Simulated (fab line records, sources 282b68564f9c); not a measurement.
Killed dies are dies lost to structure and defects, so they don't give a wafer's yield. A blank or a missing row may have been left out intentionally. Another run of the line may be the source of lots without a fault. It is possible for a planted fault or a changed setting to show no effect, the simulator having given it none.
8D (eight disciplines) problem report, filled in by code / flow ritCmos / the parts of the form that need people (team, actions taken, sign-off) are left out

## 1. WHAT WENT WRONG
At RIT_GATE_CLEAN_04, runLengthS averages 144.2 s over 6 wafers from 2 lots, while fault-free wafers read 86.9 s, standard deviation 2.8. Relative to the usual mean, that is a shift of +20 standard deviations.
The step: cleans in dHF, time 60 s.
Seen first at day 4 22:28 on wetBench-03, wafer L904.1. The record holds 18 wafers of 6 lots with a number at this step. Rule for "out" (also "out of limits"): further than 4 standard deviations from the usual mean. All remaining wafers that have a number are taken as sound.

## 2. WHAT IT IS, AND WHAT IT ISN'T
question=which readings at this step | is=runLengthS | is not=-
question=which lots | is=L904, L905 | is not=L898, L900, L907, L911
question=which wafers of those lots | is=all that have a number | is not=-
question=read on which tools | is=wetBench-03 | is not=wetBench-01, wetBench-04
question=when | is=from day 4 22:28 | is not=up to then (6 sound wafers); but 6 sound wafers of L907, L911 came after

## 3. THE SUSPECTS, EACH WITH WHAT RULES IT OUT
Counting: a tool at a process step up to the reading stays a suspect if it ran every lot that is out and no sound lot after the first of them.
- wetBench-03 at RIT_GATE_CLEAN_04 (cleans in dHF, time 60 s): kept. It processed each lot that is out, first L904 at day 4 22:28, and no sound lot thereafter; up to then, the last sound lot it processed was L898 at day 3 15:49. Its own readings are out on those wafers: runLengthS.
After counting, what remains is wetBench-03 at RIT_GATE_CLEAN_04.

## 4. THE CAUSE (what the simulator had put in)
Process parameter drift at RIT_GATE_CLEAN_04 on wetBench-03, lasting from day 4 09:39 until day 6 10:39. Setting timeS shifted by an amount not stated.
The count eliminated every tool but this one.

## 5. THE EFFECT CHAIN, in route order
Each row: a reading whose mean over the struck wafers that have a number lies more than 3 standard deviations from the usual. Only readings for which the record gives a usual standard deviation are gone through. hours: the time from each lot's start at the first step in this table that gives one to its start at this step, as a median over the lots. sigmas: the change in usual standard deviations.
hours=0; step=RIT_GATE_CLEAN_04; reading=runLengthS; usual=86.9 s; on struck wafers=144.2; change=+57.2; sigmas=+20
Here are the process steps it includes:
- RIT_GATE_CLEAN_04: cleans in dHF, time 60 s.
At these later measuring or inspecting steps, every struck wafer for which the step has a row has a number for every such reading, and none has moved that far: RIT_FOX2_THK_MEAS_91.

## 6. HOW IT WOULD HAVE BEEN CAUGHT EARLIER
First out-of-limits reading in this record: day 4 22:28, which is 13 hours after fault onset at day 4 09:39.
